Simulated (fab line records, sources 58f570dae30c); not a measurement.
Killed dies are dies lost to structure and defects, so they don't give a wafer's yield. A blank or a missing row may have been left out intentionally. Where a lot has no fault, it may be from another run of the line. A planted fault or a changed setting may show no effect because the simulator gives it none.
Comparing a struck lot with a sound one ; flow berkeley cmos170 ; 16 out of 331 route steps
Sound: wafers L412.1, L412.3, L412.6. Struck: wafer L421.3 (L421.2, L421.6, from the same lot, were not struck and are left out); the cause is given at the end.
For every step that has rows: the tool of each side, followed by ch and its chambers, followed by its first start. Under that, the readings that differ: sound wafers ; struck wafers ; difference of the means ; sigmas: that difference in standard deviations of wafers without a fault.
alike: words and numbers the same on both sides, and readings whose means are apart by under 2 such deviations; not compared: readings that were withheld, readings missing a value for some wafer, numbers with overlapping values and no deviation given by the record, and bounds like >300 which may hide the same value.
The two part at a step that has a row with sigmas, a row that says differs or no value, or rows on one side only. When numbers do not overlap yet have no deviation, they are printed without sigmas and do not part them. A reading missing from all wafers of one side parts the sides only when that side holds two or more wafers.

UCB170_V2_CMP_02: polishes SiO2.
  sound on cmp-01 ch 0,1,2, day 8 21:38; struck on cmp-01 ch 1, day 10 20:04
  alike: motor current A, slurry filter dp kPa
UCB170_V2_BOW_MEAS_03:
  sound: film metro-04 at day 8 21:56; struck: film metro-02 at day 10 20:17
  alike: V2_BOW
UCB170_V2_THK_MEAS_04:
  sound: film metro-04 at day 8 22:03; struck: film metro-02 at day 10 20:24
  alike: V2_POLISHED_THK
then, 7 steps without rows for these wafers: UCB170_V2_CLEAN_05 (cleans in DIW); UCB170_V2_HMDS_06 (prime time 60 s); UCB170_V2_COAT_07 (resist thk 900 nm); UCB170_V2_SOFTBAKE_08 (time 60 s); UCB170_V2_EXPOSE_09 (exposes mask VIA2, target cd 700 nm); UCB170_V2_PEB_10; UCB170_V2_DEVELOP_11 (develop time 45 s).
UCB170_V2_CD_MEAS_12 targets a cd of 700 nm.
  sound: cd sem-02 at day 8 23:50; struck: cd sem-02 at day 10 22:29
  alike: cd nm
UCB170_V2_OVL_MEAS_13:
  sound: overlay-01 at day 8 23:57; struck: overlay-01 at day 10 22:35
  alike: V2_OVL
UCB170_V2_ETCH_14: etches SiO2 in CHF3/CF4/Ar, stops on Al, target depth 1250 nm, time 291 s.
  sound on rie diel-03 ch 0,2, day 8 23:59; struck on rie diel-03 ch 3, day 10 22:37
reading;sound;struck;difference;sigmas
oes product au (a.u.);0.882 0.865 0.861;0.717;-0.152;-14
model.V2.feature depth nm (nm);998.8 998.4 997.2;686.2;-311.9;
model.etch.depth nm (nm);998.8 998.4 997.2;686.2;-311.9;
model.KrF_of_V2_COAT_07.thk nm (nm);612.4 609.2 606.4;730.1;+120.8;
  alike: drypump motor current A, throttle valve pct
  not compared: rf hours counter h
UCB170_V2_STRIP_15: strips in O2.
  sound on plasma asher-04 ch 0,1, day 9 00:10; struck on plasma asher-03 ch 0, day 10 22:48
reading;sound;struck;difference;sigmas
strip time to endpoint s (s);15.38 15.29 15.22;18.10;+2.80;+23
  alike: drypump motor current A, o2 flow sccm, oes product au
  not compared: rf hours counter h
UCB170_V2_CD_MEAS_90 targets a cd of 700 nm.
  sound: cd sem-01 at day 9 00:16; struck: cd sem-01 at day 10 22:55
reading;sound;struck;difference;sigmas
cd nm (nm);700.8 698.8 699.3;693.7;-5.9;-3
then, 1 step without rows for these wafers: UCB170_M3_PRE_CLEAN_00 (preclean etch time 60 s).

== WHERE THEY PART ==
Last at UCB170_V2_CD_MEAS_90 as far as this record goes, first at UCB170_V2_ETCH_14.

WHY: what had been put in by the simulator
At UCB170_V2_ETCH_14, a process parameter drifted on rie diel-03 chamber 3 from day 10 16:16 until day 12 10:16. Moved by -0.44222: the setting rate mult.
